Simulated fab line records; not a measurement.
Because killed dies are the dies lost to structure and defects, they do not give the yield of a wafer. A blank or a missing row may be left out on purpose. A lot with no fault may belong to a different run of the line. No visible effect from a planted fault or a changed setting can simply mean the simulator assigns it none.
fab line records -- flow berkeleyCmos170
record: lots: 15, wafers: 45, lastDay: 12
route steps=331 shown NWELL@30 ACTIVE@75 PFIELD@87 FIELD@96
lots that met no fault: taken from a fault-free run of the same line
startH: hours from the record's opening day to when the first of the lot's shown wafers began -- waitH: hours from the lot's prior step to this one -- " as in the row above -- L1.1+2: several wafers, shown together as one row -- - no value present, or no start provided -- * or withheld: withheld -- < > ~ a bound
route shown NAME@n: NAME is a module with steps in the file, n the number in the route of the first one -- usual: mean/standard deviation taken from wafers without a fault -- same: alike in all rows -- chamber/n: place in a boat -- sites: the reading at each site -- _std_site: the standard deviation of these -- _edge_site: the outer-site mean with the inner-site mean subtracted -- radiusMm: how far each site lies from the wafer's centre -- mask NAME#n: copy n -- behind: tool/chamber where the wafer was last shaped -- hold: why the lot went on hold/how many hours it stayed there/how the hold came to an end -- device: names the non-switching transistor (n, p or np) -- end of line: the same wafers' tests at the end of the route -- for a step that has no rows: nothing shown but its recipe -- killed: dies lost to structure and defects at the first sort, not the wafer's yield -- map: per-die view of a wafer (x killed, . not killed, _ where there is no die)
set.NAME: the run value of the setting; set.NAME@STEP: its run value at that earlier step -- model.NAME: the simulator's own value behind a step, which no gauge read
one table for each step of the route and one row for each wafer, over a sample of lots
services: a tool's chamber out of use, with start hour (startH, from the record's first day; less than 0 if before it), hours out, and reason
== steps ==
step: UCB170_NWELL_TW_MEAS_16
usual: NWELL_TW: 1257/17
lot.wafer,tool,chamber,startH,waitH,NWELL_TW
L403.2,filmMetro-03,-,32.32,0.1,1265
L403.3,filmMetro-03,-,32.32,0.1,1261
L403.4,filmMetro-03,-,32.32,0.1,1266
L404.1,filmMetro-04,-,32.68,0.1,1245
L404.2,filmMetro-04,-,32.68,0.1,1240
L404.4,filmMetro-04,-,32.68,0.1,1246
L405.2,filmMetro-01,-,42.17,0.1,1225
L405.5,filmMetro-01,-,42.17,0.1,1225
L405.6,filmMetro-01,-,42.17,0.1,1230
L406.2,filmMetro-03,-,48.74,0.1,1273
L406.3,filmMetro-03,-,48.74,0.1,1273
L406.4,filmMetro-03,-,48.74,0.1,1279
L408.3,filmMetro-04,-,55.78,0.1,1240
L408.5,filmMetro-04,-,55.78,0.1,1242
L408.6,filmMetro-04,-,55.78,0.1,1243
L409.3,filmMetro-01,-,64.14,0.1,1227
L409.5,filmMetro-01,-,64.14,0.1,1231
L409.6,filmMetro-01,-,64.14,0.1,1234
L410.1,filmMetro-03,-,69.18,0.1,1268
L410.3,filmMetro-03,-,69.18,0.1,1271
L410.4,filmMetro-03,-,69.18,0.1,1271
L411.2,filmMetro-04,-,77.24,0.1,1248
L411.5,filmMetro-04,-,77.24,0.1,1249
L411.6,filmMetro-04,-,77.24,0.1,1243
L417.1,filmMetro-01,-,102.36,0.1,1242
L417.5,filmMetro-01,-,102.36,0.1,1243
L417.6,filmMetro-01,-,102.36,0.1,1235
L416.1,filmMetro-04,-,102.85,0.1,1244
L416.4,filmMetro-04,-,102.85,0.1,1238
L416.6,filmMetro-04,-,102.85,0.1,1249
L418.1,filmMetro-04,-,109.89,0.1,1236
L418.2,filmMetro-04,-,109.89,0.1,1248
L418.5,filmMetro-04,-,109.89,0.1,1245
L419.2,filmMetro-04,-,115.73,0.1,1243
L419.3,filmMetro-04,-,115.73,0.1,1241
L419.4,filmMetro-04,-,115.73,0.1,1238
L420.1,filmMetro-03,-,119.58,0.1,1279
L420.2,filmMetro-03,-,119.58,0.1,1279
L420.6,filmMetro-03,-,119.58,0.1,1278
L421.4,filmMetro-03,-,122.82,0.1,1281
L421.5,filmMetro-03,-,122.82,0.1,1276
L421.6,filmMetro-03,-,122.82,0.1,1274
L426.2,filmMetro-03,-,147.02,0.1,1264
L426.5,filmMetro-03,-,147.02,0.1,1269
L426.6,filmMetro-03,-,147.02,0.1,1271
step: UCB170_ACTIVE_ETCH_15
recipe: chemistry: CH3F/Ar/O2, target: Si3N4, stopOn: SiO2, CH3F_flow_sccm: 20, Ar_flow_sccm: 50, O2_flow_sccm: 7, pressureMtorr: 50, rfW: 450, targetDepthA: 2420, overEtchFrac: 0.1, timeS: 151
usual: CH3F_flow_sccm: 20.00/0.062, O2_flow_sccm: 7.000/0.022, drypumpMotorCurrentA: 5.8/0.48, oesProductAu: 0.914/0.014, throttleValvePct: 7.95/0.13
lot.wafer,tool,chamber,startH,waitH,CH3F_flow_sccm,O2_flow_sccm,drypumpMotorCurrentA,oesProductAu,rfHoursCounterH,throttleValvePct
L404.1,rieDiel-04,2,75.84,0.0,20.03,7.025,5.9,0.917,147,7.95
L404.2,rieDiel-04,3,75.84,0.0,19.90,7.031,5.6,0.938,13,7.84
L404.4,rieDiel-04,1,75.84,0.0,20.05,7.001,5.6,0.936,52,7.96
L403.2,rieDiel-01,3,75.99,0.0,19.98,7.006,6.5,0.920,108,7.93
L403.3,rieDiel-01,0,75.99,0.0,19.96,7.002,6.2,0.925,25,8.14
L403.4,rieDiel-01,2,75.99,0.0,20.00,6.986,4.9,0.887,10,7.94
L405.2,rieDiel-01,1,91.38,0.0,19.99,7.006,5.5,0.918,75,7.75
L405.5,rieDiel-01,0,91.38,0.0,20.01,6.973,6.2,0.929,-,8.15
L405.6,rieDiel-01,1,91.38,0.0,19.97,6.983,5.5,0.923,-,7.75
L406.2,rieDiel-01,0,96.94,0.0,20.02,6.984,6.2,0.925,25,8.13
L406.3,rieDiel-01,2,96.94,0.0,20.05,7.026,4.9,0.893,10,7.96
L406.4,rieDiel-01,3,96.94,0.0,19.98,7.011,6.4,0.917,109,7.92
L408.3,rieDiel-04,2,107.18,0.0,20.05,7.017,5.8,0.907,148,7.95
L408.5,rieDiel-04,2,107.18,0.0,20.07,6.975,5.8,0.904,-,7.95
L408.6,rieDiel-04,3,107.18,0.0,20.02,7.001,5.6,0.941,-,7.84
L410.1,rieDiel-02,2,115.49,0.0,19.88,6.997,5.6,0.924,41,7.77
L410.3,rieDiel-02,1,115.49,0.0,20.03,7.031,5.7,0.921,27,8.04
L410.4,rieDiel-02,2,115.49,0.0,19.92,6.988,5.6,0.928,-,7.76
L409.3,rieDiel-04,0,115.73,0.0,20.03,7.008,6.7,0.898,13,8.19
L409.5,rieDiel-04,2,115.73,0.0,20.00,7.040,5.8,0.903,-,7.96
L409.6,rieDiel-04,0,115.73,0.0,20.02,6.994,6.7,0.896,-,8.19
L411.2,rieDiel-02,2,124.29,0.0,20.11,7.014,5.5,0.913,42,7.76
L411.5,rieDiel-02,2,124.29,0.0,20.09,7.049,5.5,0.922,-,7.77
L411.6,rieDiel-02,1,124.29,0.0,20.02,6.960,5.7,0.931,-,8.05
L417.1,rieDiel-04,3,146.33,0.0,19.98,6.995,5.6,0.925,15,7.83
L417.5,rieDiel-04,0,146.33,0.0,19.99,7.014,6.7,0.893,-,8.19
L417.6,rieDiel-04,3,146.33,0.0,20.09,7.020,5.6,0.929,-,7.83
L416.1,rieDiel-01,1,146.75,0.1,20.05,7.044,5.4,0.908,77,7.76
L416.4,rieDiel-01,0,146.75,0.1,20.11,6.999,6.2,0.921,28,8.14
L416.6,rieDiel-01,3,146.75,0.1,19.98,7.010,6.4,0.914,-,7.90
L418.1,rieDiel-04,3,152.88,0.0,-,-,-,-,-,-
L418.2,rieDiel-04,0,152.88,0.0,-,-,-,-,-,-
L418.5,rieDiel-04,2,152.88,0.0,-,-,-,-,-,-
L421.4,rieDiel-01,2,162.21,0.1,-,-,-,-,-,-
L421.5,rieDiel-01,3,162.21,0.1,-,-,-,-,-,-
L421.6,rieDiel-01,1,162.21,0.1,-,-,-,-,-,-
L419.2,rieDiel-02,0,162.43,0.0,-,-,-,-,-,-
L419.3,rieDiel-02,3,162.43,0.0,-,-,-,-,-,-
L419.4,rieDiel-02,2,162.43,0.0,-,-,-,-,-,-
L420.1,rieDiel-04,2,162.71,0.0,20.05,7.006,5.9,0.911,151,7.95
L420.2,rieDiel-04,0,162.71,0.0,20.06,7.013,6.7,0.888,15,8.19
L420.6,rieDiel-04,3,162.71,0.0,19.96,6.991,5.6,0.924,-,7.82
L426.2,rieDiel-04,1,190.78,0.0,20.02,7.005,5.6,0.941,57,7.96
L426.5,rieDiel-04,2,190.78,0.0,20.04,7.014,5.8,0.898,-,7.96
L426.6,rieDiel-04,1,190.78,0.0,19.96,7.013,5.6,0.928,-,7.96
step: UCB170_ACTIVE_STRIP_16
recipe: chemistry: O2, powerW: 400, pressureMtorr: 3500, platenTempC: withheld, o2FlowSccm: 400, overashFraction: 0.5
usual: drypumpMotorCurrentA: 5.94/0.28, oesProductAu: 0.721/0.0046, stripTimeToEndpointS: 18.06/0.11
lot.wafer,tool,chamber,startH,waitH,drypumpMotorCurrentA,oesProductAu,rfHoursCounterH,stripTimeToEndpointS
L404.1,plasmaAsher-03,0,75.94,0.1,5.63,0.724,36,17.99
L404.2,plasmaAsher-03,1,75.94,0.1,6.07,0.719,36,17.92
L404.4,plasmaAsher-03,1,75.94,0.1,6.06,0.718,-,18.13
L403.2,plasmaAsher-02,0,76.09,0.1,5.74,0.729,35,18.14
L403.3,plasmaAsher-02,0,76.09,0.1,5.76,0.720,-,17.94
L403.4,plasmaAsher-02,1,76.09,0.1,6.21,0.715,-,18.12
L405.2,plasmaAsher-03,1,91.48,0.1,6.05,0.726,37,18.20
L405.5,plasmaAsher-03,1,91.48,0.1,6.07,0.720,-,17.87
L405.6,plasmaAsher-03,0,91.48,0.1,5.62,0.728,-,18.17
L406.2,plasmaAsher-03,1,97.04,0.1,6.07,0.727,38,17.97
L406.3,plasmaAsher-03,0,97.04,0.1,5.61,0.713,-,18.24
L406.4,plasmaAsher-03,1,97.04,0.1,6.06,0.720,-,18.17
L408.3,plasmaAsher-03,0,107.31,0.1,5.63,0.718,-,18.07
L408.5,plasmaAsher-03,1,107.31,0.1,6.08,0.720,-,18.06
L408.6,plasmaAsher-03,0,107.31,0.1,5.64,0.721,-,17.95
L410.1,plasmaAsher-04,1,115.59,0.1,6.32,0.712,40,17.88
L410.3,plasmaAsher-04,0,115.59,0.1,5.65,0.717,-,18.04
L410.4,plasmaAsher-04,1,115.59,0.1,6.34,0.726,-,17.92
L409.3,plasmaAsher-04,1,115.86,0.1,6.35,0.720,-,18.04
L409.5,plasmaAsher-04,1,115.86,0.1,6.34,0.721,-,18.13
L409.6,plasmaAsher-04,0,115.86,0.1,5.67,0.711,-,17.92
L411.2,plasmaAsher-03,1,124.39,0.1,6.04,0.714,41,17.97
L411.5,plasmaAsher-03,0,124.39,0.1,5.62,0.720,-,17.92
L411.6,plasmaAsher-03,1,124.39,0.1,6.02,0.728,-,18.03
L417.1,plasmaAsher-02,0,146.43,0.1,5.75,0.723,3,17.94
L417.5,plasmaAsher-02,0,146.43,0.1,5.78,0.718,-,18.01
L417.6,plasmaAsher-02,1,146.43,0.1,6.25,0.716,-,17.92
L416.1,plasmaAsher-02,0,146.85,0.1,5.76,0.721,3,18.05
L416.4,plasmaAsher-02,0,146.85,0.1,5.76,0.728,-,17.79
L416.6,plasmaAsher-02,1,146.85,0.1,6.17,0.725,-,17.85
L418.1,plasmaAsher-04,1,152.98,0.1,6.35,0.733,44,21.49
L418.2,plasmaAsher-04,0,152.98,0.1,5.70,0.717,44,21.55
L418.5,plasmaAsher-04,0,152.98,0.1,5.67,0.737,-,21.55
L421.4,plasmaAsher-04,0,162.29,0.0,5.67,0.738,-,21.59
L421.5,plasmaAsher-04,1,162.29,0.0,6.35,0.741,-,21.64
L421.6,plasmaAsher-04,0,162.29,0.0,5.70,0.738,-,21.60
L419.2,plasmaAsher-03,0,162.53,0.1,5.64,0.740,45,21.60
L419.3,plasmaAsher-03,0,162.53,0.1,5.60,0.740,-,21.61
L419.4,plasmaAsher-03,1,162.53,0.1,6.03,0.737,-,21.56
L420.1,plasmaAsher-04,1,162.81,0.1,6.34,0.724,46,18.24
L420.2,plasmaAsher-04,0,162.81,0.1,5.66,0.719,46,18.27
L420.6,plasmaAsher-04,1,162.81,0.1,6.38,0.722,-,18.10
L426.2,plasmaAsher-03,0,190.88,0.1,5.63,0.719,48,18.04
L426.5,plasmaAsher-03,0,190.88,0.1,5.66,0.713,-,18.05
L426.6,plasmaAsher-03,1,190.88,0.1,6.04,0.724,-,18.02
step: UCB170_ACTIVE_CD_MEAS_90
recipe: targetCdNm: 1200
usual: cdNm: 1199.4/1.4
lot.wafer,tool,chamber,startH,waitH,cdNm
L404.1,cdSem-02,-,76.04,0.1,1198.2
L404.2,cdSem-02,-,76.04,0.1,1197.7
L404.4,cdSem-02,-,76.04,0.1,1198.2
L403.2,cdSem-01,-,76.21,0.1,1199.2
L403.3,cdSem-01,-,76.21,0.1,1198.1
L403.4,cdSem-01,-,76.21,0.1,1199.2
L405.2,cdSem-01,-,91.60,0.1,1199.2
L405.5,cdSem-01,-,91.60,0.1,1197.4
L405.6,cdSem-01,-,91.60,0.1,1198.7
L406.2,cdSem-02,-,97.16,0.1,1199.2
L406.3,cdSem-02,-,97.16,0.1,1199.8
L406.4,cdSem-02,-,97.16,0.1,1198.0
L408.3,cdSem-01,-,107.42,0.1,1200.0
L408.5,cdSem-01,-,107.42,0.1,1201.4
L408.6,cdSem-01,-,107.42,0.1,1201.1
L410.1,cdSem-01,-,115.93,0.3,1198.9
L410.3,cdSem-01,-,115.93,0.3,1198.3
L410.4,cdSem-01,-,115.93,0.3,1197.9
L409.3,cdSem-01,-,116.21,0.3,1199.3
L409.5,cdSem-01,-,116.21,0.3,1200.2
L409.6,cdSem-01,-,116.21,0.3,1197.4
L411.2,cdSem-01,-,124.51,0.1,1198.5
L411.5,cdSem-01,-,124.51,0.1,1197.6
L411.6,cdSem-01,-,124.51,0.1,1198.3
L417.1,cdSem-02,-,146.61,0.2,1199.2
L417.5,cdSem-02,-,146.61,0.2,1198.3
L417.6,cdSem-02,-,146.61,0.2,1198.6
L416.1,cdSem-01,-,146.95,0.1,1201.9
L416.4,cdSem-01,-,146.95,0.1,1201.0
L416.6,cdSem-01,-,146.95,0.1,1202.0
L418.1,cdSem-01,-,153.08,0.1,-
L418.2,cdSem-01,-,153.08,0.1,-
L418.5,cdSem-01,-,153.08,0.1,-
L421.4,cdSem-02,-,162.42,0.1,-
L421.5,cdSem-02,-,162.42,0.1,-
L421.6,cdSem-02,-,162.42,0.1,-
L419.2,cdSem-02,-,162.65,0.1,-
L419.3,cdSem-02,-,162.65,0.1,-
L419.4,cdSem-02,-,162.65,0.1,-
L420.1,cdSem-01,-,162.91,0.1,1199.4
L420.2,cdSem-01,-,162.91,0.1,1199.4
L420.6,cdSem-01,-,162.91,0.1,1199.8
L426.2,cdSem-02,-,191.00,0.1,1199.2
L426.5,cdSem-02,-,191.00,0.1,1199.0
L426.6,cdSem-02,-,191.00,0.1,1198.4
step: UCB170_PFIELD_STRIP_08
recipe: chemistry: O2, powerW: 400, pressureMtorr: 3500, platenTempC: withheld, o2FlowSccm: 400, overashFraction: 0.5
usual: drypumpMotorCurrentA: 5.97/0.27, oesProductAu: 0.735/0.0045, stripTimeToEndpointS: 21.63/0.074
lot.wafer,tool,chamber,startH,waitH,drypumpMotorCurrentA,oesProductAu,rfHoursCounterH,stripTimeToEndpointS
L404.1,plasmaAsher-02,1,80.74,0.1,6.21,0.730,35,21.62
L404.2,plasmaAsher-02,0,80.74,0.1,5.76,0.738,35,21.62
L404.4,plasmaAsher-02,1,80.74,0.1,6.22,0.748,-,21.58
L403.2,plasmaAsher-01,1,80.98,0.1,6.15,0.734,31,21.80
L403.3,plasmaAsher-01,1,80.98,0.1,6.18,0.732,-,21.74
L403.4,plasmaAsher-01,0,80.98,0.1,5.65,0.733,-,21.76
L405.2,plasmaAsher-02,1,93.06,0.1,6.25,0.737,36,21.58
L405.5,plasmaAsher-02,1,93.06,0.1,6.24,0.740,-,21.48
L405.6,plasmaAsher-02,0,93.06,0.1,5.75,0.725,-,21.54
L406.2,plasmaAsher-04,0,98.50,0.1,5.69,0.733,38,21.54
L406.3,plasmaAsher-04,1,98.50,0.1,6.32,0.739,-,21.53
L406.4,plasmaAsher-04,0,98.50,0.1,5.71,0.730,-,21.51
L408.3,plasmaAsher-01,1,109.36,0.1,6.17,0.744,-,21.59
L408.5,plasmaAsher-01,1,109.36,0.1,6.18,0.741,-,21.68
L408.6,plasmaAsher-01,0,109.36,0.1,5.67,0.733,-,21.60
L410.1,plasmaAsher-01,1,117.66,0.1,6.16,0.736,35,21.62
L410.3,plasmaAsher-01,0,117.66,0.1,5.66,0.726,-,21.66
L410.4,plasmaAsher-01,1,117.66,0.1,6.15,0.733,-,21.69
L409.3,plasmaAsher-01,0,118.24,0.1,5.66,0.738,-,21.77
L409.5,plasmaAsher-01,0,118.24,0.1,5.66,0.739,-,21.75
L409.6,plasmaAsher-01,1,118.24,0.1,6.17,0.735,-,21.81
L411.2,plasmaAsher-04,0,127.45,0.1,5.68,0.731,42,21.67
L411.5,plasmaAsher-04,1,127.45,0.1,6.34,0.738,-,21.61
L411.6,plasmaAsher-04,0,127.45,0.1,5.70,0.741,-,21.65
L417.1,plasmaAsher-04,1,148.91,0.1,6.36,0.734,44,21.64
L417.5,plasmaAsher-04,0,148.91,0.1,5.68,0.739,-,21.60
L417.6,plasmaAsher-04,1,148.91,0.1,6.35,0.738,-,21.60
L416.1,plasmaAsher-04,1,149.61,0.1,6.30,0.727,44,21.70
L416.4,plasmaAsher-04,0,149.61,0.1,5.71,0.729,-,21.65
L416.6,plasmaAsher-04,1,149.61,0.1,6.33,0.734,-,21.64
L420.1,plasmaAsher-01,0,164.78,0.1,5.64,0.733,41,21.74
L420.2,plasmaAsher-01,1,164.78,0.1,6.13,0.730,41,21.73
L420.6,plasmaAsher-01,0,164.78,0.1,5.66,0.737,-,21.69
L426.2,plasmaAsher-01,1,192.66,0.1,6.14,0.735,44,21.62
L426.5,plasmaAsher-01,1,192.66,0.1,6.16,0.735,-,21.62
L426.6,plasmaAsher-01,0,192.66,0.1,5.67,0.733,-,21.59
step: UCB170_FIELD_THK_MEAS_90
recipe: reads: SiO2_of_FIELD_OXIDATION_01
usual: FIELD_OXIDE_LEFT_1_THK: 442/10
lot.wafer,tool,chamber,startH,waitH,FIELD_OXIDE_LEFT_1_THK[nm]
L404.1,filmMetro-04,-,94.76,0.0,442
L404.2,filmMetro-04,-,94.76,0.0,439
L404.4,filmMetro-04,-,94.76,0.0,436
L403.2,filmMetro-02,-,94.77,0.0,435
L403.3,filmMetro-02,-,94.77,0.0,440
L403.4,filmMetro-02,-,94.77,0.0,425
L405.2,filmMetro-03,-,110.24,0.0,434
L405.5,filmMetro-03,-,110.24,0.0,433
L405.6,filmMetro-03,-,110.24,0.0,438
L406.2,filmMetro-04,-,113.03,0.0,444
L406.3,filmMetro-04,-,113.03,0.0,447
L406.4,filmMetro-04,-,113.03,0.0,445
L408.3,filmMetro-02,-,122.90,0.0,420
L408.5,filmMetro-02,-,122.90,0.0,418
L408.6,filmMetro-02,-,122.90,0.0,418
L410.1,filmMetro-03,-,131.18,0.0,427
L410.3,filmMetro-03,-,131.18,0.0,430
L410.4,filmMetro-03,-,131.18,0.0,436
L409.3,filmMetro-02,-,131.20,0.0,448
L409.5,filmMetro-02,-,131.20,0.0,436
L409.6,filmMetro-02,-,131.20,0.0,440
L411.2,filmMetro-02,-,144.11,0.0,438
L411.5,filmMetro-02,-,144.11,0.0,446
L411.6,filmMetro-02,-,144.11,0.0,434
L416.1,filmMetro-02,-,161.68,0.0,455
L416.4,filmMetro-02,-,161.68,0.0,450
L416.6,filmMetro-02,-,161.68,0.0,448
L417.1,filmMetro-03,-,161.68,0.0,459
L417.5,filmMetro-03,-,161.68,0.0,457
L417.6,filmMetro-03,-,161.68,0.0,466
L420.1,filmMetro-03,-,179.32,0.0,442
L420.2,filmMetro-03,-,179.32,0.0,436
L420.6,filmMetro-03,-,179.32,0.0,438
L426.2,filmMetro-03,-,206.29,0.0,441
L426.5,filmMetro-03,-,206.29,0.0,446
L426.6,filmMetro-03,-,206.29,0.0,441
== services ==
tool,chamber,startH,hours,kind
rieDiel-02,1,52.66,2.3,repair
rieDiel-04,-,67.25,1.9,repair
rieDiel-02,0,106.36,-,clean
rieDiel-02,0,106.36,27.5,scheduledDown
rieDiel-02,0,106.36,27.5,ventCycle
plasmaAsher-02,-,108.85,9.0,pm
plasmaAsher-02,0,108.85,9.0,ventCycle
plasmaAsher-02,1,108.85,9.0,ventCycle
rieDiel-04,3,115.58,2.4,repair
rieDiel-01,1,116.56,3.9,repair
plasmaAsher-02,-,117.85,2.8,pm
plasmaAsher-02,0,117.85,-,clean
plasmaAsher-02,1,117.85,-,clean
plasmaAsher-03,-,120.55,2.8,pm
rieDiel-02,-,145.34,14.6,pm
rieDiel-01,0,159.44,3.1,repair
rieDiel-02,1,160.91,10.0,repair
rieDiel-04,2,163.45,-,clean
rieDiel-04,2,163.45,15.9,scheduledDown
rieDiel-04,2,163.45,15.9,ventCycle
rieDiel-04,3,168.50,5.2,repair
rieDiel-04,3,174.06,3.8,repair
rieDiel-01,1,187.11,11.5,repair
rieDiel-01,2,188.81,6.6,repair
== key ==
firstSign: step: UCB170_ACTIVE_ETCH_15, reading: toolRecord, direction: missing
effect: step: UCB170_ACTIVE_STRIP_16, reading: stripTimeToEndpointS, direction: up, sigmas: 32, usual: *, struck: *
effect: step: UCB170_ACTIVE_CD_MEAS_90, reading: cdNm, direction: missing
metAt UCB170_ACTIVE_ETCH_15
struckLots L418,L419,L421
laterRowsLeftOut L418.1,L418.2,L418.5,L419.2,L419.3,L419.4,L421.4,L421.5,L421.6
sortLeftOut L418.1,L418.2,L418.5,L419.2,L419.3,L419.4,L421.4,L421.5,L421.6
testerLeftOut L418,L419,L421
notActingAt UCB170_NWELL_TW_MEAS_16,UCB170_PFIELD_STRIP_08,UCB170_FIELD_THK_MEAS_90
onsetBetween 146.75 152.88
fault: kind: skippedStepWhole, tool: rieDiel-01,rieDiel-02,rieDiel-04, chamber: -, onsetH: 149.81, steps: UCB170_ACTIVE_ETCH_15, scope: struckLotsOnly
testerLeftOut: of these lots the tester's yield and bins aren't shown, on N5 and GAA mostly nor the transistor test; their killed dies are dies lost to structure and defects alone, not to doping, threshold or leakage, so they don't give the yield
sortLeftOut: the simulated sort isn't trusted on such a fault, so these wafers' sort isn't shown, and their yield isn't known
laterRowsLeftOut: the simulator's readings of these wafers behind a module that went badly wrong aren't trusted and aren't shown, but for the sort
